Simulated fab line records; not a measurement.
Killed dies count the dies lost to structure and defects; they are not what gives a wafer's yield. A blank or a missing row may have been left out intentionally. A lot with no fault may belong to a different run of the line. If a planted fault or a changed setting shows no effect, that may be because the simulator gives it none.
2 desks, one fault | flow rit_cmos | each desk has only its own numbers; what lay behind them comes last

== FOR THE TOOL OWNER'S DESK: implanter-01 ==
The tool's own readings at RIT_NSD_IMPLANT_08: means of the sampled wafers that have a number, for each lot that ran on this tool. If a lot's mean is further than 4 standard deviations from the usual mean, the lot is out of limits and carries the mark OUT (the distance appears in the brackets).
Columns: A = beam_energy_keV at RIT_NSD_IMPLANT_08, usual 24.999
lot  | first seen here | A
L687 | day 3 05:00     | 25.001
L691 | day 3 23:50     | 25.005
L693 | day 4 07:53     | 24.996
L692 | day 4 10:00     | 25.000
L694 | day 4 13:22     | 24.997
L695 | day 4 16:53     | 24.991
L698 | day 5 11:55     | 24.993
L701 | day 5 23:14     | 26.852 (+99 or more) OUT
L702 | day 6 02:46     | 26.856 (+99 or more) OUT
L703 | day 6 07:52     | 26.852 (+99 or more) OUT
Finding of this desk: L701, L702, L703 out of limits; the first was L701 at day 5 23:14, on beam_energy_keV at RIT_NSD_IMPLANT_08. In limits: L687, L691, L693, L692, L694, L695, L698.

== FROM THE METROLOGY DESK ==
What the gauges read for every lot (on any tool): the sampled wafers with a number, averaged. If a lot's mean is further than 4 standard deviations from the usual mean, the lot is out of limits and carries the mark OUT (the distance appears in the brackets).
Columns: A = NSD_TW at RIT_NSD_TW_MEAS_10, usual 3124; B = NSD_RS at RIT_SDANNEAL_RS_MEAS_05, usual 84.52 ohm/sq
lot  | first seen here | A               | B
L687 | day 3 05:17     | 3123            | 85.05
L688 | day 3 10:38     | 3142            | 84.59
L690 | day 3 20:11     | 3147            | 84.76
L689 | day 3 20:46     | 3114            | 84.43
L691 | day 4 00:08     | 3121            | 84.35
L693 | day 4 08:12     | 3105            | 84.83
L692 | day 4 10:19     | 3114            | 84.74
L694 | day 4 13:40     | 3114            | 84.63
L695 | day 4 17:12     | 3100            | 84.82
L698 | day 5 12:15     | 3078            | 84.21
L701 | day 5 23:33     | 3205            | 83.40
L702 | day 6 03:04     | 3191            | 83.89
L703 | day 6 08:10     | 3212 (+4.0) OUT | 83.50
L710 | day 7 19:40     | 3139            | 84.58
This desk finds L703 out of limits, with the earliest case on L703 at day 6 08:10 (NSD_TW at RIT_NSD_TW_MEAS_10). In limits: L687, L688, L690, L689, L691, L693, L692, L694, L695, L698, L701, L702, L710.

== BROUGHT TOGETHER ==
On L701, L702, L703, at day 5 23:14, an alarm was possible from the tool owner's desk.
Metrology desk: alarm possible at day 6 08:10 on L703.
The metrology desk holds a record of L701, L702, inside its limits.
On implanter-01, each named lot ran RIT_NSD_IMPLANT_08.

== WHAT THE SIMULATOR HAD INSERTED ==
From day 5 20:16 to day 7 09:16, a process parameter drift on implanter-01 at RIT_NSD_IMPLANT_08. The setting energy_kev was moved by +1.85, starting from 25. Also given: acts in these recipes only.
Lots struck among those shown: L701, L702, L703.
Delay (hours) between the fault's onset and each desk's first out-of-limits reading: 3 at the tool owner's desk, 12 at the metrology desk.
